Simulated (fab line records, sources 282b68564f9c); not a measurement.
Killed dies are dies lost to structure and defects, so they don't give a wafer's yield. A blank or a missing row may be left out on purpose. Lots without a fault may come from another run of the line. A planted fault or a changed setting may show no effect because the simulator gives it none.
fab line records | flow rit_cmos
record lots=6 wafers=18 last_day=7
route steps=202 shown M1@184
lots that met no fault: from a run of the same line without faults
start_h: hours from the record's first day to the start of the lot's first wafer shown | wait_h: hours since the lot's step before | " the same as in the row above | L1.1+2: a row that stands for several wafers | - no value, or no start given | * or withheld: withheld | < > ~ a bound
route shown NAME@n: a module of which the file shows steps, and the number in the route of the first | usual: mean/standard deviation of fault-free wafers | same: alike in all rows | chamber/n: place in a boat | sites: the reading at each site | _std_site: their standard deviation | _edge_site: outer sites' mean less inner sites' | radius_mm: how far each site lies from the wafer's centre | mask NAME#n: copy n | behind: the tool/chamber that last shaped the wafer | hold: why the lot was held/for how many hours/how that ended | device: the transistor (n, p or np) that didn't switch | end of line: the same wafers' tests at the end of the route | a step without rows: its recipe alone | killed: dies lost to structure and defects at the first sort, not the wafer's yield | map: a wafer's dies, x killed, . not, _ none there
set.NAME: the setting as run; set.NAME@STEP: as run at that earlier step | model.NAME: the simulator's own value behind a step, which no gauge read
lots at some steps of the route; a table a step, a row a wafer
services: from which hour (start_h, from the record's first day; less than 0 if before it) a tool's chamber was out of use, for how many hours, and why
## steps
# step RIT_M1_SPUTTER_00
# recipe material=Al target_thk_nm=400 power_w=2000 chamber_pressure_pa=0.4 gas=Ar time_s=500 substrate_temp_c=25
# usual throttle_valve_pct=30.1/0.71
# columns lot.wafer tool chamber start_h wait_h throttle_valve_pct
L418.1 pvd_sputter-02 - 53.59 0.0 30.1
L418.2 " - " " 30.7
L418.3 " - " " 29.6
L426.3 pvd_sputter-04 - 94.11 0.0 30.8
L426.5 " - " " 29.4
L426.6 " - " " 30.0
L433.2 pvd_sputter-02 - 132.51 0.0 31.2
L433.5 " - " " 31.5
L433.6 " - " " 30.1
L435.2 pvd_sputter-04 - 138.87 0.0 29.6
L435.5 " - " " 29.3
L435.6 " - " " 29.8
L437.1 pvd_sputter-04 - 152.56 0.0 30.5
L437.2 " - " " 29.5
L437.4 " - " " 29.7
L439.2 pvd_sputter-03 - 160.90 0.0 28.9
L439.3 " - " " 30.1
L439.5 " - " " 29.8
# step RIT_M1_RS_MEAS_01
# recipe thk_meas_gauge=four-point-probe reads=Al_of_M1_SPUTTER_00
# usual M1_AL_RS=0.0736/0.00073
# columns lot.wafer tool chamber start_h wait_h M1_AL_RS[ohm/sq]
L418.1 film_metro-02 - 53.89 0.1 0.0737
L418.2 " - " " 0.0750
L418.3 " - " " 0.0741
L426.3 film_metro-02 - 94.44 0.2 0.0723
L426.5 " - " " 0.0721
L426.6 " - " " 0.0722
L433.2 film_metro-04 - 132.82 0.2 0.0739
L433.5 " - " " 0.0738
L433.6 " - " " 0.0746
L435.2 film_metro-03 - 139.18 0.2 0.0738
L435.5 " - " " 0.0736
L435.6 " - " " 0.0730
L437.1 film_metro-03 - 152.85 0.1 0.0724
L437.2 " - " " 0.0729
L437.4 " - " " 0.0727
L439.2 film_metro-02 - 161.21 0.2 0.0731
L439.3 " - " " 0.0736
L439.5 " - " " 0.0732
# step RIT_M1_THK_MEAS_02
# recipe thk_meas_gauge=xrf reads=Al_of_M1_SPUTTER_00
# usual M1_AL_THK=395/4
# columns lot.wafer tool chamber start_h wait_h M1_AL_THK[nm]
L418.1 film_metro-02 - 54.01 0.1 392
L418.2 " - " " 387
L418.3 " - " " 392
L426.3 film_metro-02 - 94.54 0.1 401
L426.5 " - " " 402
L426.6 " - " " 405
L433.2 film_metro-04 - 132.93 0.1 398
L433.5 " - " " 393
L433.6 " - " " 387
L435.2 film_metro-03 - 139.29 0.1 390
L435.5 " - " " 393
L435.6 " - " " 397
L437.1 film_metro-03 - 152.97 0.1 399
L437.2 " - " " 396
L437.4 " - " " 396
L439.2 film_metro-02 - 161.32 0.1 397
L439.3 " - " " 394
L439.5 " - " " 399
# step RIT_M1_HMDS_03
# recipe prime_time_s=60 prime_temp_c=140
# step RIT_M1_COAT_04
# recipe resist=NOVOLAK spin_rpm=2000 resist_thk_nm=1300
# step RIT_M1_SOFTBAKE_05
# recipe resist=NOVOLAK temp_c=90 time_s=60
# step RIT_M1_EXPOSE_06
# recipe mask_id=M12 na=0.6 source_shape=conventional sigma_outer=0.5 target_cd_nm=2600 dose_mj=245.2
# step RIT_M1_PEB_07
# recipe resist=NOVOLAK temp_c=withheld time_s=withheld
# step RIT_M1_DEVELOP_08
# recipe resist=NOVOLAK develop_time_s=68 dev_temp_c=23
# step RIT_M1_CD_MEAS_09
# recipe target_cd_nm=2600
# usual cd_nm=2601.1/2.1
# columns lot.wafer tool chamber start_h wait_h cd_nm
L418.1 cd_sem-02 - 55.07 - 2598.4
L418.2 " - " " 2598.0
L418.3 " - " " 2598.3
L426.3 cd_sem-02 - 95.50 - 2602.1
L426.5 " - " " 2602.3
L426.6 " - " " 2601.6
L433.2 cd_sem-02 - 134.12 - 2600.5
L433.5 " - " " 2597.7
L433.6 " - " " 2597.4
L435.2 cd_sem-02 - 140.37 - 2600.4
L435.5 " - " " 2603.0
L435.6 " - " " 2601.7
L437.1 cd_sem-02 - 153.91 - 2601.7
L437.2 " - " " 2597.9
L437.4 " - " " 2598.1
L439.2 cd_sem-02 - 162.40 - 2600.2
L439.3 " - " " 2602.1
L439.5 " - " " 2602.7
# step RIT_M1_OVL_MEAS_10
# usual M1_OVL=0.2/1.4
# columns lot.wafer tool chamber start_h wait_h M1_OVL[nm]
L418.1 overlay-02 - 55.19 0.1 1.2
L418.2 " - " " 1.6
L418.3 " - " " -1.4
L426.3 overlay-01 - 95.59 0.1 -1.1
L426.5 " - " " -1.4
L426.6 " - " " 0.4
L433.2 overlay-02 - 134.23 0.1 -0.5
L433.5 " - " " 0.9
L433.6 " - " " 0.8
L435.2 overlay-01 - 140.47 0.1 -1.3
L435.5 " - " " 1.6
L435.6 " - " " -1.0
L437.1 overlay-01 - 154.03 0.1 0.6
L437.2 " - " " -0.2
L437.4 " - " " -0.9
L439.2 overlay-02 - 162.51 0.1 -1.0
L439.3 " - " " 1.3
L439.5 " - " " -0.7
# step RIT_M1_HARDBAKE_11
# recipe resist=NOVOLAK temp_c=140 time_s=120
# step RIT_M1_METAL_ETCH_12
# recipe stop_on=SiO2 chemistry=Cl2/BCl3 target=Al time_s=165 over_etch_frac=0.5 pressure_mtorr=100 target_depth_a=6000 rf_w=250 Cl2_flow_sccm=60 bcl3_flow_sccm=50
# usual drypump_motor_current_A=5.7/0.35 he_backside_leak_sccm=3.44/0.18 mfc_cl2_sccm=60.00/0.21 oes_product_au=0.776/0.011 throttle_valve_pct=8.26/0.1
# columns lot.wafer tool chamber start_h wait_h drypump_motor_current_A he_backside_leak_sccm mfc_cl2_sccm oes_product_au rf_hours_counter_h throttle_valve_pct model.NOVOLAK_of_M1_COAT_04.thk_nm model.SiO2_of_CONTACT_CVD_00.thk_nm model.M1.feature_depth_nm
L418.1 rie_metal-02 1 55.48 0.2 5.4 3.43 60.10 0.760 35 8.16 809.3 376.6 430
L418.2 " 0 " " 6.1 3.35 60.33 0.777 38 8.24 813.6 378.2 424
L418.3 " 0 " " 6.1 3.51 59.94 0.780 - 8.27 810.1 373.2 428.3
L426.3 rie_metal-01 1 95.92 0.2 6.0 2.98 60.37 0.785 - 8.38 810 375.2 438.2
L426.5 " 0 " " 6.0 3.71 60.03 0.797 - 8.27 808.3 376.1 439.8
L426.6 " 1 " " 6.0 3.11 60.17 0.796 - 8.37 805.2 380.1 439.7
L433.2 rie_metal-02 1 134.51 0.2 5.4 3.60 59.41 0.759 36 8.17 808.3 378.6 430.4
L433.5 " 0 " " 6.1 3.39 59.84 0.788 - 8.25 810.7 384.9 430.3
L433.6 " 1 " " 5.4 3.66 59.79 0.756 - 8.17 811 379.6 425.5
L435.2 rie_metal-01 0 140.75 0.2 6.0 3.54 59.99 0.783 5 8.28 690.2 353 442.6
L435.5 " 1 " " 6.0 3.32 59.91 0.781 - 8.37 802.4 373 431.4
L435.6 " 0 " " 6.0 3.72 59.88 0.779 - 8.27 691.7 360.2 447.2
L437.1 rie_metal-01 1 154.32 0.2 6.0 3.48 60.12 0.790 5 8.36 810.4 371 438.7
L437.2 " 0 " " 6.0 3.43 59.57 0.786 5 8.28 692.6 358.3 448.1
L437.4 " 1 " " 6.0 3.42 60.29 0.795 - 8.38 810.8 379.2 436.9
L439.2 rie_metal-04 1 162.79 0.2 5.1 3.39 60.21 0.775 2 8.41 813.3 376.6 433.3
L439.3 " 1 " " 5.1 3.51 60.21 0.773 - 8.37 809.8 381.4 431.3
L439.5 " 1 " " 5.1 3.49 60.02 0.785 - 8.39 812.7 382.2 432.9
# step RIT_M1_STRIP_13
# recipe chemistry=nmp resist=NOVOLAK temp_c=80 time_s=600 dry=n2_spin
# step RIT_M1_STRIP_14
# recipe chemistry=O2 time_s=180 platen_temp_c=withheld power_w=500 pressure_mtorr=4000 o2_flow_sccm=4000
# usual drypump_motor_current_A=5.5/0.35
# columns lot.wafer tool chamber start_h wait_h drypump_motor_current_A rf_hours_counter_h
L418.1 plasma_asher-02 1 55.81 0.0 5.8 40
L418.2 " 0 " " 5.7 40
L418.3 " 1 " " 5.8 -
L426.3 plasma_asher-01 1 96.26 0.1 6.0 -
L426.5 " 1 " " 6.0 -
L426.6 " 0 " " 5.7 -
L433.2 plasma_asher-02 1 134.85 0.0 5.8 49
L433.5 " 0 " " 5.8 -
L433.6 " 1 " " 5.8 -
L435.2 plasma_asher-02 1 141.11 0.0 5.8 50
L435.5 " 0 " " 5.7 -
L435.6 " 1 " " 5.8 -
L437.1 plasma_asher-04 0 154.65 0.0 5.5 55
L437.2 " 1 " " 5.0 55
L437.4 " 1 " " 4.9 -
L439.2 plasma_asher-04 1 163.12 0.0 5.0 57
L439.3 " 1 " " 5.0 -
L439.5 " 0 " " 5.5 -
# step RIT_M1_CD_MEAS_90
# recipe target_cd_nm=2600
# usual cd_nm=2601.1/2.4
# columns lot.wafer tool chamber start_h wait_h cd_nm
L418.1 cd_sem-02 - 55.99 0.1 2598.8
L418.2 " - " " 2598.0
L418.3 " - " " 2596.9
L426.3 cd_sem-01 - 96.42 0.1 2600.7
L426.5 " - " " 2601.6
L426.6 " - " " 2600.2
L433.2 cd_sem-02 - 135.04 0.1 2598.1
L433.5 " - " " 2596.4
L433.6 " - " " 2596.4
L435.2 cd_sem-02 - 141.30 0.1 2591.2
L435.5 " - " " 2602.7
L435.6 " - " " 2592.3
L437.1 cd_sem-02 - 154.83 0.1 2601.9
L437.2 " - " " 2589.9
L437.4 " - " " 2598.1
L439.2 cd_sem-02 - 163.32 0.1 2602.2
L439.3 " - " " 2603.4
L439.5 " - " " 2604.6
# step RIT_M1_ANNEAL_15
# recipe temp_c=450 time_s=1800 ambient=forming_gas_H2N2
# step RIT_M1_PROBE_99
# usual defect_limited_yield=97.3/1.1 killed_at_contacts=0.1/0.25 killed_at_front_end=7.1/2.9 killed_dies=7.2/2.9 killed_open=3.6/1.9 killed_short=3.5/1.9 sort_bin_3_pad_short=0.1/0.22 sort_bin_5_function=1.5/0.77 sort_bin_6_memory=1.1/0.67 sort_n_pass=256.8/2.9 sort_yield_pct=97.3/1.1
# same gross_dies=264 killed_at_M0_to_M3=0 killed_at_M4_up=0 killed_at_back_side=0 killed_at_other=0
# columns lot.wafer tool chamber start_h wait_h defect_limited_yield[%] killed_at_contacts killed_at_front_end killed_dies killed_open killed_short sort_bin_3_pad_short[%] sort_bin_5_function[%] sort_bin_6_memory[%] sort_n_pass sort_yield_pct[%] model.etest.antenna_m1.vt_shift_v
L418.1 prober-02 - 57.73 0.1 98.1 0 5 5 2 3 0 1.1 0.8 259.0 98.1 -0.007182
L418.2 prober-02 - 57.78 0.1 95.1 0 13 13 6 7 0 3.8 1.1 251.0 95.1 -0.008811
L418.3 prober-02 - 57.83 0.2 98.9 0 3 3 3 0 0 0.8 0.4 261.0 98.9 -0.006585
L426.3 prober-01 - 98.22 0.2 98.5 0 4 4 2 2 0 0.8 0.8 260.0 98.5 -0.009949
L426.5 prober-01 - 98.32 0.2 94.3 0 15 15 8 7 0 2.7 3.0 249.0 94.3 -0.006921
L426.6 prober-01 - 98.37 0.2 99.2 0 2 2 2 0 0 0 0.8 262.0 99.2 -0.01168
L433.2 prober-02 - 138.05 0.1 97.3 0 7 7 3 4 0.4 1.5 0.8 257.0 97.3 -0.009952
L433.5 prober-02 - 138.20 0.2 98.9 0 3 3 1 2 0 0.4 0.8 261.0 98.9 -0.01166
L433.6 prober-02 - 138.25 0.2 95.8 1 10 11 4 7 0.4 1.9 1.9 253.0 95.8 -0.01192
L435.2 prober-02 - 143.07 0.1 97.3 0 7 7 3 4 0 1.1 1.5 257.0 97.3 -0.01721
L435.5 prober-02 - 143.22 0.2 99.2 0 2 2 2 0 0 0 0.8 262.0 99.2 -0.01191
L435.6 prober-02 - 143.27 0.2 96.6 0 9 9 4 5 0.4 1.9 1.1 255.0 96.6 -0.01921
L437.1 prober-02 - 156.57 0.1 97.7 0 6 6 4 2 0.4 0.8 1.1 258.0 97.7 -0.01479
L437.2 prober-02 - 156.62 0.1 95.5 1 11 12 7 5 0 3.0 1.5 252.0 95.5 -0.02397
L437.4 prober-02 - 156.72 0.2 97.0 0 8 8 5 3 0 1.9 1.1 256.0 97.0 -0.01001
L439.2 prober-02 - 165.09 0.1 95.5 0 12 12 9 3 0.4 1.9 2.3 252.0 95.5 -0.01355
L439.3 prober-02 - 165.14 0.2 98.1 0 5 5 3 2 0 1.1 0.8 259.0 98.1 -0.01023
L439.5 prober-02 - 165.24 0.2 97.3 0 7 7 3 4 0.8 1.5 0.4 257.0 97.3 -0.007136
# killed by level:class
L418.1 FOX1:geometric_particle:short=1 FOX1:geometric_particle:open=1 FOX2:geometric_particle:short=1 GATE:geometric_particle:short=1 REOX:geometric_particle:open=1
L418.2 GATE:geometric_particle:short=4 FOX1:geometric_particle:open=3 GATE:geometric_particle:open=2 SILICIDE:geometric_particle:short=2 REOX:geometric_particle:open=1 SPACER:geometric_particle:short=1
L418.3 FOX2:geometric_particle:open=1 REOX:geometric_particle:open=1 SILICIDE:geometric_particle:open=1
L426.3 FOX1:geometric_particle:open=1 GATE:geometric_particle:short=1 GATE:geometric_particle:open=1 REOX:geometric_particle:short=1
L426.5 GATE:geometric_particle:open=3 GATE:geometric_particle:short=2 REOX:geometric_particle:short=2 SPACER:geometric_particle:open=2 ACTIVE:geometric_particle:short=1 FOX1:geometric_particle:open=1 REOX:geometric_particle:open=1 SPACER:geometric_particle:short=1
L426.6 REOX:geometric_particle:open=1 SILICIDE:geometric_particle:open=1
L433.2 GATE:geometric_particle:short=3 GATE:geometric_particle:open=2 FOX2:geometric_particle:open=1 REOX:geometric_particle:short=1
L433.5 GATE:geometric_particle:open=1 REOX:geometric_particle:short=1 SPACER:geometric_particle:short=1
L433.6 GATE:geometric_particle:open=2 REOX:geometric_particle:short=2 REOX:geometric_particle:open=2 SPACER:geometric_particle:short=2 GATE:geometric_particle:short=1 SILICIDE:geometric_particle:short=1 CONTACT:geometric_particle:short=1
L435.2 GATE:geometric_particle:open=2 GATE:geometric_particle:short=2 FOX2:geometric_particle:short=1 SPACER:geometric_particle:short=1 SILICIDE:geometric_particle:open=1
L435.5 FOX1:geometric_particle:open=1 REOX:geometric_particle:open=1
L435.6 SILICIDE:geometric_particle:short=3 FOX2:geometric_particle:short=2 REOX:geometric_particle:open=2 GATE:geometric_particle:open=1 SILICIDE:geometric_particle:open=1
L437.1 GATE:geometric_particle:open=4 REOX:geometric_particle:short=1 SPACER:geometric_particle:short=1
L437.2 FOX1:geometric_particle:open=2 GATE:geometric_particle:short=2 GATE:geometric_particle:open=2 FOX2:geometric_particle:open=1 REOX:geometric_particle:open=1 REOX:geometric_particle:short=1 SPACER:geometric_particle:open=1 SPACER:geometric_particle:short=1
L437.4 GATE:geometric_particle:open=4 FOX1:geometric_particle:open=1 FOX1:geometric_particle:short=1 SPACER:geometric_particle:short=1 SILICIDE:geometric_particle:short=1
L439.2 FOX1:geometric_particle:open=3 SILICIDE:geometric_particle:open=3 GATE:geometric_particle:short=2 GATE:geometric_particle:open=2 FOX2:geometric_particle:open=1 SILICIDE:geometric_particle:short=1
L439.3 GATE:geometric_particle:open=2 FOX2:geometric_particle:short=1 GATE:geometric_particle:short=1 SILICIDE:geometric_particle:open=1
L439.5 FOX1:geometric_particle:short=2 GATE:geometric_particle:open=2 FOX2:geometric_particle:open=1 GATE:geometric_particle:short=1 SILICIDE:geometric_particle:short=1
## services
# columns tool chamber start_h hours kind
rie_metal-02 0 34.19 9.9 repair
plasma_asher-01 - 34.24 5.5 repair
pvd_sputter-03 - 35.80 0.5 repair
plasma_asher-04 - 52.02 1.9 repair
pvd_sputter-04 - 70.36 1.3 repair
plasma_asher-01 - 108.75 9.0 pm
plasma_asher-01 0 108.75 9.0 vent_cycle
plasma_asher-01 1 108.75 9.0 vent_cycle
plasma_asher-02 - 109.32 2.8 pm
plasma_asher-01 0 117.75 - clean
plasma_asher-01 1 117.75 - clean
rie_metal-02 - 136.12 20.0 pm
rie_metal-02 0 136.12 20.0 vent_cycle
rie_metal-02 1 136.12 20.0 vent_cycle
rie_metal-02 0 156.12 - clean
rie_metal-02 1 156.12 - clean
## key
first_sign step=RIT_M1_CD_MEAS_90 reading=cd_nm direction=down sigmas=4.1 usual=2601.1 struck=2591.1
effect none on later readings
model_effect step=RIT_M1_METAL_ETCH_12 value=NOVOLAK_of_M1_COAT_04.thk_nm without=807.3 struck=691.5
model_effect step=RIT_M1_PROBE_99 value=etest.antenna_m1.vt_shift_v without=-0.009222 struck=-0.02013
met_at RIT_M1_METAL_ETCH_12
struck_wafers L435.2,L435.6,L437.2
onset_between 95.92 140.75
fault kind=process_parameter_drift tool=rie_metal-01 chamber=0 onset_h=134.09 steps=RIT_M1_METAL_ETCH_12 channel=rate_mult offset=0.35 shape=step end_h=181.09
